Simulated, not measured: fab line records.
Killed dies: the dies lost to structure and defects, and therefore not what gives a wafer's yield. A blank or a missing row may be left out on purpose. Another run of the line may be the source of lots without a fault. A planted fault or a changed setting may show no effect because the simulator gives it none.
Split-lot experiment ; flow berkeley_cmos170 ; 5 lots, 23 wafers read, on a route of 331 steps

== ON THE SPLIT ==
At UCB170_V1_PEB_10, the setting peb_temp_c was moved away from the recipe's 130 C on 8 of the 23 wafers read, by -2.8% to +1.9%. This setting was run at the recipe's value on the other wafers.

== FROM THE SPLIT TO THE READING: what the file shows between them, 4 steps ==
- UCB170_V1_DEVELOP_11: develop time 45 s
- UCB170_V1_CD_MEAS_12: target cd 700 nm
- UCB170_V1_ETCH_14: etches SiO2 in CHF3/CF4/Ar, stops on Al, target depth 1250 nm, time 291 s
- UCB170_V1_STRIP_15: strips in O2

== THE READING ==
cd_nm, in nm, at UCB170_V1_CD_MEAS_90 (target cd 700 nm). Typical for fault-free wafers on this fab line: 699.8 nm, with standard deviation 1.7 nm.

wafer;tool, chamber at the split;peb_temp_c as run, C;against the recipe;cd_nm, nm;against lot-mates on the recipe
L079.1;litho_track-01, 0;130;recipe;698.4;-
L079.3;litho_track-01, 0;130;recipe;697.6;-
L079.4;litho_track-01, 0;130;recipe;696.2;-
L078.1;litho_track-03, 0;130;recipe;700.2;-
L078.2;litho_track-03, 0;130;recipe;699.4;-
L078.4;litho_track-03, 0;130;recipe;701.0;-
L078.5;litho_track-03, 0;130;recipe;699.3;-
L078.6;litho_track-03, 0;130;recipe;699.1;-
L081.1;litho_track-03, 0;132.5;+1.9%;713.9;+15.9
L081.2;litho_track-03, 0;132.5;+1.9%;715.5;+17.5
L081.4;litho_track-03, 0;130;recipe;698.0;-
L081.5;litho_track-03, 0;132.5;+1.9%;714.7;+16.7
L081.6;litho_track-03, 0;130;recipe;698.1;-
L083.1;litho_track-03, 0;130;recipe;698.8;-
L083.2;litho_track-03, 0;130;recipe;698.7;-
L083.3;litho_track-03, 0;127.4;-2.0%;681.1;-18.0
L083.4;litho_track-03, 0;127.4;-2.0%;682.2;-16.9
L083.6;litho_track-03, 0;130;recipe;699.7;-
L084.1;litho_track-02, 0;130;recipe;702.6;-
L084.2;litho_track-02, 0;126.4;-2.8%;672.4;-28.2
L084.4;litho_track-02, 0;126.4;-2.8%;673.0;-27.6
L084.5;litho_track-02, 0;126.4;-2.8%;674.3;-26.3
L084.6;litho_track-02, 0;130;recipe;698.6;-

THE FIT
A straight line over all 23 wafers: cd_nm changes by +8.84 nm for each +1% of peb_temp_c; r = +0.99; the points scatter about the line by 1.4 nm.
The same after taking each lot's own level away (the mean of its wafers on the recipe; 23 wafers): +9.29 nm for each +1%; r = +1.00; scatter 1.2 nm.
That fit puts the effect of the largest move of peb_temp_c on the reading at 26 nm.
Across the lots, their own levels run from 697.40 to 700.60 nm, a range of 1.9 times the standard deviation given above.
The two slopes are in agreement: the lot-to-lot level therefore moves the slope only a little.
Check: -25.5 nm against its lot-mates is what the line predicts for one of the wafers moved furthest among these (-2.8%) when that wafer is left out of the fit. It came out at -28.2 nm against them.

== OTHER SPLITS APPLIED TO THESE WAFERS ==
These wafers also went through other splits before the reading. Each is held against what the fit with the lots' levels taken away leaves over:
other split on the same wafers;wafers away from the commonest value;r with cd_nm (lot level and that fit taken away)
UCB170_SILICIDE_SPUTTER_01 time_s;8;+0.13
UCB170_M1_EXPOSE_06 dose_mj;9;+0.33

== THE WHOLE CHAIN: every reading that the file lists as answering this split, in the file's order ==
step;what it does;reading;change (the file's fit);r (the file's)
UCB170_V1_CD_MEAS_12;target cd 700 nm;cd_nm;+9.29 nm for each +1% of the setting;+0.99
UCB170_V1_ETCH_14;etches SiO2 in CHF3/CF4/Ar, stops on Al, target depth 1250 nm, time 291 s;V1.cd_nm (the simulator's own value, which no gauge read);+9.21 nm for each +1% of the setting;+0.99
UCB170_V1_CD_MEAS_90;target cd 700 nm;cd_nm;+9.29 nm for each +1% of the setting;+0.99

== FILE'S OWN FIT ==
cd_nm changes by +9.29 nm for each +1% of peb_temp_c, r = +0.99.
